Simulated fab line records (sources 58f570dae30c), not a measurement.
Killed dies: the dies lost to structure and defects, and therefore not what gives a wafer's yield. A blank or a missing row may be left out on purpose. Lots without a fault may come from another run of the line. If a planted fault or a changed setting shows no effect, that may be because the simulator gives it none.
Lot-split experiment + flow berkeley_cmos170 + 23 wafers read from 5 lots, route of 331 steps

## SPLIT DETAILS
At UCB170_NSD_COAT_01 (resist thk 900 nm), the setting spin_rpm was moved away from the recipe's 1500 rpm on 8 of the 23 wafers read, by -4.1% to +7.2%. The other wafers ran this setting at the recipe's value.

Reading taken at the split's own step.

## THE READING
KrF_of_NSD_COAT_01.thk_nm (the simulator's own value, which no gauge read), in nm, at UCB170_NSD_COAT_01 (resist thk 900 nm). No usual value for it is given in the file. Average 903.0 nm, standard deviation 1.6 nm, over the 15 wafers here run with the recipe.

| wafer  | tool, chamber at the split | spin_rpm as run, rpm | against the recipe | KrF_of_NSD_COAT_01.thk_nm, nm | against lot-mates on the recipe |
|--------|----------------------------|----------------------|--------------------|-------------------------------|---------------------------------|
| L076.1 | litho_track-03, 0          | 1500                 | recipe             | 904                           | -                               |
| L076.2 | litho_track-03, 0          | 1500                 | recipe             | 903.8                         | -                               |
| L076.6 | litho_track-03, 0          | 1500                 | recipe             | 902.8                         | -                               |
| L075.1 | litho_track-02, 0          | 1439                 | -4.1%              | 921.5                         | +19.9                           |
| L075.2 | litho_track-02, 0          | 1500                 | recipe             | 901.2                         | -                               |
| L075.3 | litho_track-02, 0          | 1439                 | -4.1%              | 920.1                         | +18.5                           |
| L075.4 | litho_track-02, 0          | 1500                 | recipe             | 902                           | -                               |
| L075.5 | litho_track-02, 0          | 1439                 | -4.1%              | 918.5                         | +16.9                           |
| L077.1 | litho_track-03, 0          | 1500                 | recipe             | 901                           | -                               |
| L077.2 | litho_track-03, 0          | 1500                 | recipe             | 903.8                         | -                               |
| L077.3 | litho_track-03, 0          | 1500                 | recipe             | 905.6                         | -                               |
| L077.4 | litho_track-03, 0          | 1500                 | recipe             | 904                           | -                               |
| L077.5 | litho_track-03, 0          | 1500                 | recipe             | 904.8                         | -                               |
| L080.1 | litho_track-02, 0          | 1500                 | recipe             | 903.5                         | -                               |
| L080.2 | litho_track-02, 0          | 1468                 | -2.1%              | 914.2                         | +9.8                            |
| L080.3 | litho_track-02, 0          | 1500                 | recipe             | 905.3                         | -                               |
| L080.5 | litho_track-02, 0          | 1468                 | -2.1%              | 911.1                         | +6.7                            |
| L080.6 | litho_track-02, 0          | 1468                 | -2.1%              | 912.7                         | +8.3                            |
| L082.1 | litho_track-02, 0          | 1500                 | recipe             | 900.9                         | -                               |
| L082.3 | litho_track-02, 0          | 1608                 | +7.2%              | 867.4                         | -33.6                           |
| L082.4 | litho_track-02, 0          | 1500                 | recipe             | 902.1                         | -                               |
| L082.5 | litho_track-02, 0          | 1500                 | recipe             | 900.1                         | -                               |
| L082.6 | litho_track-02, 0          | 1608                 | +7.2%              | 868                           | -33.0                           |

THE FIT
A straight line over all 23 wafers: KrF_of_NSD_COAT_01.thk_nm changes by -4.67 nm for each +1% of spin_rpm; r = -0.99; the points scatter about the line by 1.7 nm.
The same after taking each lot's own level away (the mean of its wafers on the recipe; 23 wafers): -4.55 nm for each +1%; r = -1.00; scatter 1.2 nm.
On that fit, the largest move of spin_rpm shifts the reading by 33 nm.
The span of the lots' own levels, 901.03 to 904.40 nm, comes to 2.0 times the standard deviation stated above.
The two slopes are in agreement: the lot-to-lot level therefore moves the slope only a little.
Check: for one of the wafers moved furthest among these (+7.2%), held out of the fit, the line's prediction against its lot-mates is -32.6 nm. Against them it came out at -33.6 nm.

## THE WHOLE CHAIN: every reading that the file lists as answering this split, in the file's order
| step                | what it does      | reading                                                                    | change (the file's fit)              | r (the file's) |
|---------------------|-------------------|----------------------------------------------------------------------------|--------------------------------------|----------------|
| UCB170_NSD_COAT_01  | resist thk 900 nm | KrF_of_NSD_COAT_01.thk_nm (the simulator's own value, which no gauge read) | -4.56 nm for each +1% of the setting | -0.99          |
| UCB170_NSD_STRIP_09 | strips in O2      | strip_time_to_endpoint_s                                                   | withheld for each +1% of the setting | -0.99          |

## THE FILE'S OWN FIT
KrF_of_NSD_COAT_01.thk_nm changes by -4.56 nm for each +1% of spin_rpm, r = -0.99.
